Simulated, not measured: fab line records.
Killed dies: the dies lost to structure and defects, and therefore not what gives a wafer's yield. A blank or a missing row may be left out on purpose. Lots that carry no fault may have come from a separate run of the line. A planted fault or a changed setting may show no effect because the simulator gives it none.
2 desks, one fault :: flow rit_cmos :: what lay behind the numbers comes last; until then each desk has only its own

== FROM THE METROLOGY DESK ==
What the gauges read for every lot (on any tool): the sampled wafers with a number, averaged. If a lot's mean is further than 4 standard deviations from the usual mean, the lot is out of limits and carries the mark OUT (the distance appears in the brackets).
Columns: A = cd_nm at RIT_M1_CD_MEAS_90, usual 2600 nm
lot: L173
first seen here: day 3 10:07
A: 2598

lot: L174
first seen here: day 3 19:25
A: 2608

lot: L175
first seen here: day 3 21:47
A: 2598

lot: L177
first seen here: day 4 09:01
A: 2600

lot: L178
first seen here: day 4 18:01
A: 2598

lot: L179
first seen here: day 4 20:46
A: 2595

lot: L180
first seen here: day 4 23:10
A: 2601

lot: L181
first seen here: day 5 06:30
A: 2596

lot: L182
first seen here: day 5 10:45
A: 2601

lot: L187
first seen here: day 6 15:02
A: 2589

lot: L190
first seen here: day 7 21:10
A: 2587

lot: L191
first seen here: day 8 10:39
A: 2604

lot: L192
first seen here: day 8 10:55
A: 2599

lot: L196
first seen here: day 9 00:36
A: 2602
This desk found nothing out of limits on any of the 14 lots.

== AT THE TOOL OWNER'S DESK: rie_metal-03 ==
The tool's own readings at RIT_M1_METAL_ETCH_12 (etches Al in Cl2/BCl3, stops on SiO2, time 165 s, target depth 600 nm): means of the sampled wafers that have a number, for each lot that ran on this tool. If a lot's mean is further than 4 standard deviations from the usual mean, the lot is out of limits and carries the mark OUT (the distance appears in the brackets).
Columns: A = chamber_pressure_mTorr at RIT_M1_METAL_ETCH_12, usual 100.01 mTorr; B = drypump_motor_current_A at RIT_M1_METAL_ETCH_12, usual 5.4 A; C = oes_product_au at RIT_M1_METAL_ETCH_12, usual 0.778 a.u.; D = throttle_valve_pct at RIT_M1_METAL_ETCH_12, usual 8.29 %
lot: L175
first seen here: day 3 21:16
A: 100.09
B: 5.4
C: 0.779
D: 8.30

lot: L178
first seen here: day 4 17:29
A: 100.02
B: 5.9
C: 0.780
D: 8.24

lot: L181
first seen here: day 5 05:58
A: 99.93
B: 5.4
C: 0.775
D: 8.31

lot: L187
first seen here: day 6 14:32
A: 100.05
B: 5.4
C: 0.776
D: 8.30

lot: L190
first seen here: day 7 20:38
A: 100.10
B: 5.4
C: 0.772
D: 8.30
This desk found nothing out of limits on any of the 5 lots.

== PUT TOGETHER ==
The metrology desk saw nothing out of limits.
Nothing out of limits was seen by the tool owner's desk.

== WHAT WAS PUT IN BY THE SIMULATOR ==
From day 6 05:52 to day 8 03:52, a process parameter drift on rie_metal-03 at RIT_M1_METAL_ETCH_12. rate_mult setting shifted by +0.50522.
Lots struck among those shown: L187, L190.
